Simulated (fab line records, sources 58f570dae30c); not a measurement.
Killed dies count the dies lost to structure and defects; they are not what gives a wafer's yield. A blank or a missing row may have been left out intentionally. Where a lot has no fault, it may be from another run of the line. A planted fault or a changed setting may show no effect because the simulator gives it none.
Code-filled problem report in 8D (eight disciplines) form -- flow berkeley cmos170 -- the parts of the form that need people (team, actions taken, sign-off) are left out

1. PROBLEM STATEMENT
CONTACT_PSG_THK at UCB170_CONTACT_THK_MEAS_02 reads a mean of 862 nm on 6 wafers of 2 lots; wafers without a fault read 697 nm with a standard deviation of 7.9. Relative to the usual mean, that is a shift of +21 standard deviations.
Earliest sighting: wafer L344.1 on film metro-02 at day 10 08:54. Wafers with a number at this step in the record: 42, from 14 lots. Rule for "out" (also "out of limits"): further than 4 standard deviations from the usual mean. The other wafers with a number count as sound.

2. WHAT THIS IS AND IS NOT
question,is,is not
which readings at this step,CONTACT_PSG_THK,-
which lots,"L344, L346","L328, L329, L330, L331, L332, L333, L334, L335, L336, L339, L349, L350"
which wafers of those lots,all that have a number,-
read on which gauges,"film metro-02, film metro-03",film metro-01
when,from day 10 08:54,"up to then (30 sound wafers); but 6 sound wafers of L349, L350 came after"

3. SUSPECTS, AND WHAT RULES EACH OUT
Counting: a tool at any process step up to the reading remains a suspect when it ran all the lots that are out and ran no sound lot after the first of those.
- the gauge at UCB170_CONTACT_THK_MEAS_02 has been ruled out. Those wafers that are out were read across 2 gauges (film metro-02, film metro-03).
- lpcvd-02 at UCB170_CONTACT_CVD_01 (deposits PSG from SiH4/O2/PH3, target thk 700 nm, time 2820 s): kept. Every lot that is out went through it, starting with L344 (day 10 06:13), and after that it ran no sound lot; the last sound lot it ran before then is L333 (day 8 13:08).
Remaining after the count: lpcvd-02 at UCB170_CONTACT_CVD_01.

4. THE CAUSE (what the simulator had put in)
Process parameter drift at UCB170_CONTACT_CVD_01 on lpcvd-02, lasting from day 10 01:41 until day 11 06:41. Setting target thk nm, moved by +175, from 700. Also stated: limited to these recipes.
The count eliminated every tool but this one.

5. SEQUENCE OF EFFECTS, ordered by route
Each row: a reading where the mean over the struck wafers with a number is more than 3 standard deviations away from the usual. Only readings for which the record gives a usual standard deviation are gone through. hours: the time from each lot's start at the first step in this table that gives one to its start at this step, as a median over the lots. sigmas: the change in usual standard deviations.
hours,step,reading,usual,on struck wafers,change,sigmas
0,UCB170_CONTACT_THK_MEAS_02,CONTACT_PSG_THK,697 nm,862,+165,+21
-,UCB170_CONTACT_ETCH_18,oes product au,0.887 a.u.,0.989,+0.102,+6.0
Process steps it contains:
- UCB170_CONTACT_ETCH_18: etches PSG in CHF3/CF4/Ar, stops on TiSi2, target depth 840 nm, time 195 s.

6. HOW IT WOULD HAVE BEEN CAUGHT EARLIER
The first out-of-limits reading at a measuring or inspecting step in this record came at day 10 08:54, 7 hours after the fault's start at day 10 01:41.
No tool reading at UCB170_CONTACT_CVD_01 that has a usual standard deviation in the record was out on any struck wafer, so an alarm limit of 4 standard deviations on those readings would not have fired.
Of the lots that are out (2), L346 began UCB170_CONTACT_CVD_01 on lpcvd-02 after day 10 08:54. Putting the tool on hold at that point would have spared it.
